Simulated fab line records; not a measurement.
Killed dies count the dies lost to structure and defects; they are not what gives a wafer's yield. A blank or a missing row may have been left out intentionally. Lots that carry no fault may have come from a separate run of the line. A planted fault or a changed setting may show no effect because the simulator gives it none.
Struck lot and sound lot, side by side -- flow berkeley-cmos170 -- 32 steps out of a route of 331
Sound: these wafers, L734.3, L734.5, L734.6. Struck: wafer L747.5 (left out: L747.1, L747.3 of the same lot, which were not struck); the cause appears at the end.
For every step that has rows: the tool of each side, followed by ch and its chambers, followed by its first start. Under that, the readings that differ: sound wafers -- struck wafers -- difference of the means -- sigmas: that difference in standard deviations of wafers without a fault.
alike: same words and numbers on both sides, and readings whose means sit less than 2 such deviations apart. not compared: any withheld reading, any reading some wafer has no value for, any bound like >300 that may hide the same value, and any number with overlapping values for which the record gives no deviation.
The two part at a step that has a row with sigmas, a row that says differs or no value, or rows on one side only. Numbers that have no deviation but don't overlap get no sigmas and don't part them. A reading missing from all wafers of one side parts the sides only when that side holds two or more wafers.

first, 4 steps without rows for these wafers: UCB170_V2_HMDS_06 (prime time 60 s); UCB170_V2_COAT_07 (resist thk 900 nm); UCB170_V2_SOFTBAKE_08 (time 60 s); UCB170_V2_EXPOSE_09 (exposes mask VIA2, target cd 700 nm).
UCB170_V2_PEB_10:
  sound on litho-track-02 ch 0, day 8 07:49; struck on litho-track-04 ch 0, day 10 23:53
  alike: plate-sensor-t-centre-C, plate-sensor-t-edge-C
then, 1 step without rows for these wafers: UCB170_V2_DEVELOP_11 (develop time 45 s).
UCB170_V2_CD_MEAS_12 targets a cd of 700 nm.
  sound: cd-sem-01 at day 8 08:05; struck: cd-sem-01 at day 11 00:09
  alike: cd-nm
UCB170_V2_OVL_MEAS_13:
  sound: overlay-01 at day 8 08:11; struck: overlay-02 at day 11 00:16
  alike: V2_OVL
then, 1 step without rows for these wafers: UCB170_V2_ETCH_14 (etches SiO2 in CHF3/CF4/Ar, stops on Al, target depth 1250 nm, time 291 s).
UCB170_V2_STRIP_15: strips in O2.
  sound on plasma-asher-02 ch 0,1, day 8 08:25; struck on plasma-asher-02 ch 1, day 11 00:29
  alike: drypump-motor-current-A, oes-product-au, strip-time-to-endpoint-s
  not compared: rf-hours-counter-h
UCB170_V2_CD_MEAS_90 targets a cd of 700 nm.
  sound: cd-sem-01 at day 8 08:31; struck: cd-sem-02 at day 11 00:35
  alike: cd-nm
then, 1 step without rows for these wafers: UCB170_M3_PRE_CLEAN_00 (preclean etch time 60 s).
UCB170_M3_SPUTTER_01: material Al, target thk 900 nm, time 120 s.
  sound: pvd-sputter-04 at day 8 08:40; struck: pvd-sputter-04 at day 11 00:46
reading,sound,struck,difference,sigmas
chamber-pressure-pa (Pa),0.4996 0.4995 0.5011,0.3610,-0.1391,-99 or more
throttle-valve-pct (%),30.5 30.0 31.8,35.9,+5.1,+8
model.Al_of_M3_SPUTTER_01.thk-nm (nm),903.1 893.7 899.8,984.6,+85.7,
UCB170_M3_RS_MEAS_02: measurement is done with a four-point probe.
  sound: film-metro-02 at day 8 08:47; struck: film-metro-02 at day 11 00:52
reading,sound,struck,difference,sigmas
M3_AL_RS (ohm/sq),0.0319 0.0324 0.0322,0.0288,-0.0034,-8
UCB170_M3_THK_MEAS_03: measures by xrf.
  sound: film-metro-02 at day 8 08:53; struck: film-metro-02 at day 11 00:59
reading,sound,struck,difference,sigmas
M3_AL_THK (nm),927 921 927,1010,+85,+7
then, 3 steps without rows for these wafers: UCB170_M3_HMDS_04 (prime time 60 s); UCB170_M3_COAT_05 (resist thk 900 nm); UCB170_M3_SOFTBAKE_06 (time 60 s).
UCB170_M3_STRIP_07: strips in O2.
  sound on plasma-asher-04 ch 0,1, day 8 09:25; struck on plasma-asher-01 ch 0, day 11 02:47
reading,sound,struck,difference,sigmas
drypump-motor-current-A (A),6.2 6.2 5.8,5.3,-0.8,-2
  alike: oes-product-au, strip-time-to-endpoint-s
  not compared: rf-hours-counter-h
then, 7 steps without rows for these wafers: UCB170_M3_STRIP_08 (strips KrF in DMSO, time 600 s); UCB170_M3_COAT_09; UCB170_M3_COAT_10 (resist thk 900 nm); UCB170_M3_SOFTBAKE_11 (time 60 s); UCB170_M3_EXPOSE_12 (exposes mask METAL3, target cd 700 nm); UCB170_M3_PEB_13; UCB170_M3_DEVELOP_14 (develop time 45 s).
UCB170_M3_CD_MEAS_15 targets a cd of 700 nm.
  sound: cd-sem-01 at day 8 11:08; struck: cd-sem-01 at day 11 04:38
  alike: cd-nm
UCB170_M3_OVL_MEAS_16:
  sound: overlay-01 at day 8 11:14; struck: overlay-02 at day 11 04:46
  alike: M3_OVL
UCB170_M3_ETCH_17: etches BARC in N2/H2.
  sound on rie-diel-01 ch 0,1,2, day 8 11:15; struck on rie-diel-03 ch 2, day 11 04:48
  alike: drypump-motor-current-A, oes-product-au, throttle-valve-pct
UCB170_M3_METAL_ETCH_18: etches Al in Cl2/BCl3, stops on SiO2, target depth 1170 nm, time 195 s.
  sound on rie-metal-02 ch 0,1, day 8 11:22; struck on rie-metal-01 ch 1, day 11 04:50
reading,sound,struck,difference,sigmas
oes-product-au (a.u.),0.844 0.865 0.834,0.905,+0.057,+4
  alike: drypump-motor-current-A, throttle-valve-pct
  not compared: rf-hours-counter-h
UCB170_M3_STRIP_19: strips in O2.
  sound on plasma-asher-04 ch 0,1, day 8 11:32; struck on plasma-asher-01 ch 1, day 11 05:02
  alike: drypump-motor-current-A, oes-product-au
  not compared: rf-hours-counter-h
UCB170_M3_PROBE_99:
  the record has rows for the struck wafers here (prober-01, day 11 05:34) and none for the sound ones

## WHERE THEY PART
At UCB170_M3_SPUTTER_01 first; at UCB170_M3_PROBE_99 last (within this record only).

WHY: what the simulator had put in
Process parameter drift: pvd-sputter-04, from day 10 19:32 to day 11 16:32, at UCB170_M3_SPUTTER_01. Setting chamber-pressure-pa, moved by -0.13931, from 0.5. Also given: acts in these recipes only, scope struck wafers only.
